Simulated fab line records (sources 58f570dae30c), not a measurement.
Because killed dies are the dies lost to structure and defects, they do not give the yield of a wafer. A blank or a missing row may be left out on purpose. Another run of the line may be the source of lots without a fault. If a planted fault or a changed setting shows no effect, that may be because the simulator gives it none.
Chamber matching | flow berkeley_cmos170 | 3 sister chambers for UCB170_SPACER_CVD_00 on pecvd-04
The step deposits SiO2 from TEOS/O2, target thk 376 nm, time 47 s. 3 wafers are shown with their chamber, then 7 later ones without.

## WAFERS WITH THEIR CHAMBER
wafer  | chamber | heater_power_w (W)
L961.1 | 1       | 237
L963.5 | 0       | 275
L964.4 | 2       | 283

## WAFERS MISSING THEIR CHAMBER
wafer  | heater_power_w (W)
L964.5 | 240
L966.3 | 252
L966.4 | 352
L966.6 | 257
L969.1 | 257
L969.4 | 236
L969.6 | 259

## WHICH CHAMBER EACH ONE RAN IN
wafer  | from the rows above          | in truth
L964.5 | can't be placed: 1 or 0 or 2 | 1
L966.3 | can't be placed: 1 or 0 or 2 | 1
L966.4 | can't be placed: 2 or 0 or 1 | 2
L966.6 | can't be placed: 0 or 1 or 2 | 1
L969.1 | can't be placed: 0 or 1 or 2 | 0
L969.4 | can't be placed: 1 or 0 or 2 | 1
L969.6 | can't be placed: 0 or 1 or 2 | 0
0 of 7 placed correctly. Unplaceable from these rows: 7, with the true chamber sitting among the candidates in 7. Wrongly placed: 0.
How it was worked out, from the rows above alone: a wafer's distance from a chamber is the root of the sum, over the readings, of the square of ((its reading less the chamber's mean) divided by the reading's scatter). The wafer belongs to the nearest chamber; if the next one is less than 2 further off, it can't be placed. For every chamber, the mean is computed from those of its wafers that are shown. The scatter (one wafer shown for each chamber): square how far every hidden wafer sits from the nearest shown wafer, average those squares and take the square root.
